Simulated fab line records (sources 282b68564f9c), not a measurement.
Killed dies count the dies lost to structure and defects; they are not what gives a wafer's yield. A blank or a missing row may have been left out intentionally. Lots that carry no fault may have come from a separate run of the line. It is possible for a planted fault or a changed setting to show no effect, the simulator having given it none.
Split-lot experiment | flow ritCmos | on a route of 202 steps: 5 lots, 23 wafers read

== ON THE SPLIT ==
At RIT_SPACER_ETCHBACK_05 (etches Si3N4 in SF6/CHF3, stops on SiO2, target depth 250 nm, time 240 s), the setting timeS was moved away from the recipe's 240 s on 9 of the 23 wafers read, by -12.1% to +8.9%. All remaining wafers had this setting at the recipe value.

The reading is taken at the split's own step.

== THE READING ==
Si3N4_of_SPACER_CVD_03.thkNm (the simulator's own value, which no gauge read), in nm, at RIT_SPACER_ETCHBACK_05 (etches Si3N4 in SF6/CHF3, stops on SiO2, target depth 250 nm, time 240 s). There is no usual value for it anywhere in the file. The 14 wafers here that ran the recipe average 194.5 nm, standard deviation 1 nm.

wafer  | tool, chamber at the split | timeS as run, s | against the recipe | Si3N4_of_SPACER_CVD_03.thkNm, nm | against lot-mates on the recipe
L075.1 | rieDiel-04, 3              | 224.2           | -6.6%              | 198.7                            | +3.0
L075.2 | rieDiel-04, 1              | 240             | recipe             | 195.8                            | -
L075.4 | rieDiel-04, 0              | 240             | recipe             | 195.2                            | -
L075.5 | rieDiel-04, 1              | 240             | recipe             | 196.1                            | -
L075.6 | rieDiel-04, 2              | 224.2           | -6.6%              | 200.6                            | +4.9
L076.1 | rieDiel-01, 2              | 240             | recipe             | 194.2                            | -
L076.3 | rieDiel-01, 0              | 210.9           | -12.1%             | 203.5                            | +8.3
L076.4 | rieDiel-01, 1              | 240             | recipe             | 196.2                            | -
L076.5 | rieDiel-01, 1              | 210.9           | -12.1%             | 202.8                            | +7.6
L076.6 | rieDiel-01, 0              | 210.9           | -12.1%             | 200.6                            | +5.4
L077.1 | rieDiel-02, 1              | 240             | recipe             | 194.1                            | -
L077.2 | rieDiel-02, 2              | 240             | recipe             | 193                              | -
L077.5 | rieDiel-02, 0              | 240             | recipe             | 194.4                            | -
L083.1 | rieDiel-02, 3              | 227.6           | -5.2%              | 196.6                            | +2.8
L083.2 | rieDiel-02, 2              | 227.6           | -5.2%              | 195.7                            | +1.9
L083.4 | rieDiel-02, 1              | 240             | recipe             | 192.7                            | -
L083.5 | rieDiel-02, 1              | 240             | recipe             | 195                              | -
L083.6 | rieDiel-02, 2              | 240             | recipe             | 193.7                            | -
L085.2 | rieDiel-04, 0              | 240             | recipe             | 194.3                            | -
L085.3 | rieDiel-04, 2              | 261.3           | +8.9%              | 189                              | -5.3
L085.4 | rieDiel-04, 1              | 240             | recipe             | 194.6                            | -
L085.5 | rieDiel-04, 1              | 240             | recipe             | 194                              | -
L085.6 | rieDiel-04, 2              | 261.3           | +8.9%              | 190                              | -4.3

THE FIT
A straight line over all 23 wafers: Si3N4_of_SPACER_CVD_03.thkNm changes by -0.616 nm for each +1% of timeS; r = -0.95; the points scatter about the line by 1.2 nm.
The same after taking each lot's own level away (the mean of its wafers on the recipe; 23 wafers): -0.567 nm for each +1%; r = -0.97; scatter 0.84 nm.
On that fit, the largest move of timeS shifts the reading by 6.9 nm.
Across the lots, their own levels run from 193.80 to 195.70 nm, a range of 1.9 times the standard deviation given above.
The two slopes are in agreement: the lot-to-lot level therefore moves the slope only a little.
Check: for one of the wafers moved furthest among these (-12.1%), held out of the fit, the line's prediction against its lot-mates is +6.54 nm. It came out at +8.3 nm against them.

== FURTHER SPLITS ON THESE WAFERS ==
Other splits were also applied to these wafers ahead of the reading. Each is held against what the fit with the lots' levels taken away leaves over:
other split on the same wafers  | wafers away from the commonest value | r with Si3N4_of_SPACER_CVD_03.thkNm (lot level and that fit taken away)
RIT_ACTIVE_COAT_06 spinRpm      | 7                                    | +0.06
RIT_ACTIVE_ETCH_13 rfW          | 8                                    | +0.06
RIT_NWELL_COAT_01 spinRpm       | 7                                    | +0.06
RIT_NWELL_IMPLANT_08 energyKev  | 11                                   | +0.23
RIT_NRETRO_IMPLANT_08 energyKev | 8                                    | +0.19
RIT_GATE_EXPOSE_13 doseMj       | 12                                   | -0.30
RIT_PLDD_IMPLANT_08 energyKev   | 6                                    | +0.27

== THE WHOLE CHAIN: every reading that the file lists as answering this split, in the file's order ==
step                   | what it does                                                             | reading                                                                       | change (the file's fit)               | r (the file's)
RIT_SPACER_ETCHBACK_05 | etches Si3N4 in SF6/CHF3, stops on SiO2, target depth 250 nm, time 240 s | poly-Si_of_GATE_CVD_08.thkNm (the simulator's own value, which no gauge read) | -0.702 nm for each +1% of the setting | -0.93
RIT_SPACER_ETCHBACK_05 | etches Si3N4 in SF6/CHF3, stops on SiO2, target depth 250 nm, time 240 s | Si3N4_of_SPACER_CVD_03.thkNm (the simulator's own value, which no gauge read) | -0.564 nm for each +1% of the setting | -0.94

== FILE'S OWN FIT ==
Si3N4_of_SPACER_CVD_03.thkNm changes by -0.564 nm for each +1% of timeS, r = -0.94.
